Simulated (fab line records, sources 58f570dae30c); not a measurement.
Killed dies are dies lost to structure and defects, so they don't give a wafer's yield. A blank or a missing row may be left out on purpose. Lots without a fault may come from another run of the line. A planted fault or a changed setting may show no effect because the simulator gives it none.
Chamber matching | flow berkeley_cmos170 | UCB170_ZERO_ETCH_06 on rie_diel-01: 4 sister chambers
The step etches SiO2 in CHF3/CF4/Ar, time 12 s. 4 wafers are shown with their chamber, then 10 later ones without.

WAFERS WITH THEIR CHAMBER
wafer  | chamber | drypump_motor_current_A (A)
L084.6 | 1       | 6.1
L086.1 | 0       | 5.3
L089.1 | 2       | 6.0
L089.3 | 3       | 5.8

WAFERS WITHOUT THEIR CHAMBER
wafer  | drypump_motor_current_A (A)
L089.4 | 5.3
L092.3 | 6.0
L092.4 | 6.0
L092.5 | 5.8
L093.1 | 5.8
L093.4 | 6.0
L093.6 | 5.8
L096.4 | 6.0
L096.5 | 5.3
L096.6 | 5.7

WHICH CHAMBER EACH WENT THROUGH
wafer  | from the rows above | in truth
L089.4 | 0                   | 0
L092.3 | 2                   | 2
L092.4 | 2                   | 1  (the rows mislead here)
L092.5 | 3                   | 3
L093.1 | 3                   | 3
L093.4 | 2                   | 2
L093.6 | 3                   | 3
L096.4 | 2                   | 2
L096.5 | 0                   | 0
L096.6 | 3                   | 3
Placed correctly: 9 of 10. Can't be placed from these rows: 0. Placed wrongly: 1.
How it was worked out, from the rows above alone: a wafer's distance from a chamber is the root of the sum, over the readings, of the square of ((its reading less the chamber's mean) divided by the reading's scatter). The wafer belongs to the nearest chamber; if the next one is less than 2 further off, it can't be placed. A chamber's mean is the mean of its shown wafers. The scatter: with one shown wafer a chamber, the root of the mean of the squares of how far each hidden wafer lies from its nearest shown one.
